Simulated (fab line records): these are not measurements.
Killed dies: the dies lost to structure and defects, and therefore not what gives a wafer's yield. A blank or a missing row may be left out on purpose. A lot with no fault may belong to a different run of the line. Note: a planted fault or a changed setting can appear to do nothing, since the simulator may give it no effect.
What tool caused it? + flow berkeley-cmos170 + Sampling: 14 lots, 42 wafers, 3 of 331 route steps

WHAT EACH GAUGE READ, for each wafer
UCB170_M2_RS_MEAS_02: measures by four-point-probe.
| lot  | measured     | on            | M2_AL_RS (ohm/sq)    |
|------|--------------|---------------|----------------------|
| L702 | day 8 16:04  | film-metro-04 | 0.0318 0.0317 0.0319 |
| L706 | day 9 09:00  | film-metro-03 | 0.0317 0.0314 0.0322 |
| L704 | day 9 13:26  | film-metro-02 | 0.0323 0.0327 0.0323 |
| L703 | day 9 15:21  | film-metro-03 | 0.0322 0.0319 0.0321 |
| L707 | day 10 05:20 | film-metro-04 | 0.0323 0.0320 0.0325 |
| L710 | day 10 07:42 | film-metro-04 | 0.0314 0.0317 0.0322 |
| L709 | day 10 10:02 | film-metro-04 | - - -                |
| L711 | day 10 17:52 | film-metro-04 | - - -                |
| L713 | day 11 05:16 | film-metro-02 | 0.0316 0.0313 0.0315 |
| L720 | day 13 01:41 | film-metro-04 | 0.0323 0.0321 0.0320 |
| L722 | day 13 03:35 | film-metro-03 | 0.0324 0.0321 0.0320 |
| L723 | day 13 03:44 | film-metro-04 | 0.0313 0.0321 0.0311 |
| L721 | day 13 04:44 | film-metro-04 | 0.0319 0.0320 0.0318 |
| L724 | day 13 05:07 | film-metro-02 | 0.0317 0.0319 0.0317 |

UCB170_M2_THK_MEAS_03: measures by xrf.
| lot  | measured     | on            | M2_AL_THK (nm) |
|------|--------------|---------------|----------------|
| L702 | day 8 16:11  | film-metro-04 | 907 912 895    |
| L706 | day 9 09:07  | film-metro-03 | 905 917 892    |
| L704 | day 9 13:33  | film-metro-02 | 875 866 875    |
| L703 | day 9 15:28  | film-metro-03 | 891 897 896    |
| L707 | day 10 05:27 | film-metro-04 | 892 899 884    |
| L710 | day 10 07:49 | film-metro-04 | 907 905 891    |
| L709 | day 10 10:10 | film-metro-04 | <1 <1 <1       |
| L711 | day 10 17:58 | film-metro-04 | <1 <1 <1       |
| L713 | day 11 05:23 | film-metro-02 | 901 907 906    |
| L720 | day 13 01:48 | film-metro-04 | 886 898 897    |
| L722 | day 13 03:42 | film-metro-03 | 883 887 888    |
| L723 | day 13 03:51 | film-metro-04 | 914 893 921    |
| L721 | day 13 04:51 | film-metro-04 | 904 898 901    |
| L724 | day 13 05:13 | film-metro-02 | 896 893 900    |

WHICH TOOL RAN EACH LOT (tool, then ch and the chambers of the sampled wafers, then the start)
| lot  | UCB170_M2_SPUTTER_01         |
|------|------------------------------|
| L702 | pvd-sputter-04, day 8 15:58  |
| L706 | pvd-sputter-01, day 9 08:55  |
| L704 | pvd-sputter-02, day 9 13:20  |
| L703 | pvd-sputter-02, day 9 15:14  |
| L707 | pvd-sputter-04, day 10 05:14 |
| L710 | pvd-sputter-01, day 10 07:37 |
| L709 | pvd-sputter-02, day 10 09:58 |
| L711 | pvd-sputter-04, day 10 17:46 |
| L713 | pvd-sputter-04, day 11 05:10 |
| L720 | pvd-sputter-02, day 13 01:35 |
| L722 | pvd-sputter-04, day 13 03:29 |
| L723 | pvd-sputter-01, day 13 03:38 |
| L721 | pvd-sputter-02, day 13 04:38 |
| L724 | pvd-sputter-04, day 13 04:59 |
- UCB170_M2_SPUTTER_01: material Al, target thk 900 nm, time 120 s.

AS READ BY THE TOOLS THEMSELVES (means over the sampled wafers that have a number; for cases with no such wafer, the mark the record gives instead)
UCB170_M2_SPUTTER_01.
| lot  | tool           | cathode-dc-power-W (W) | chamber-pressure-pa (Pa) | throttle-valve-pct (%) |
|------|----------------|------------------------|--------------------------|------------------------|
| L702 | pvd-sputter-04 | 6000.2                 | 0.5001                   | 29.8                   |
| L706 | pvd-sputter-01 | 6000.1                 | 0.5004                   | 30.4                   |
| L704 | pvd-sputter-02 | 5998.7                 | 0.5000                   | 28.8                   |
| L703 | pvd-sputter-02 | 6000.5                 | 0.5011                   | 29.8                   |
| L707 | pvd-sputter-04 | 6000.1                 | 0.4997                   | 30.1                   |
| L710 | pvd-sputter-01 | 6000.7                 | 0.5001                   | 31.0                   |
| L709 | pvd-sputter-02 | -                      | -                        | -                      |
| L711 | pvd-sputter-04 | -                      | -                        | -                      |
| L713 | pvd-sputter-04 | 6000.6                 | 0.5000                   | 29.7                   |
| L720 | pvd-sputter-02 | 6000.5                 | 0.4999                   | 27.8                   |
| L722 | pvd-sputter-04 | 6000.5                 | 0.4993                   | 29.3                   |
| L723 | pvd-sputter-01 | 5999.8                 | 0.5003                   | 31.3                   |
| L721 | pvd-sputter-02 | 6000.4                 | 0.5001                   | 29.7                   |
| L724 | pvd-sputter-04 | 6000.8                 | 0.4991                   | 29.6                   |

THE ANSWER, worked out from the rows above alone
Rule: what is usual is taken from the lots themselves. Put in order of their means at a reading, lots are off if they are a third of the lots or fewer, leave a main group of 4 or more, and stand apart from it by a gap of 3 or more times the standard deviation of the main group's means; of several such gaps the widest counts. If all means in a main group match to the digits the tables above print for the reading, that group is not used. A lot without any number at a reading at which 4 lots or more have one is off too. Any other lot the step has rows for is counted as sound. After the gauges, taken in route order, come the tools' own readings; for these a lot's mean is taken, as printed above. At the first step where some lot is off, the reading lying furthest off is the one used; lots without a number count as furthest.
Off: L709, L711, seen at UCB170_M2_RS_MEAS_02 (M2_AL_RS). Without a number there: L709, L711. Main group: mean 0.0319 ohm/sq, sd 0.00029.
If a tool, at a process step before that reading, ran all the lots that are off and no sound lot after the first of them, it fits. The gauges at UCB170_M2_RS_MEAS_02 aren't tried: what is off there is off at UCB170_M2_SPUTTER_01 too, on other tools, and a gauge's error can't cause that. None of those tried fits.

WHAT THE SIMULATOR PUT IN
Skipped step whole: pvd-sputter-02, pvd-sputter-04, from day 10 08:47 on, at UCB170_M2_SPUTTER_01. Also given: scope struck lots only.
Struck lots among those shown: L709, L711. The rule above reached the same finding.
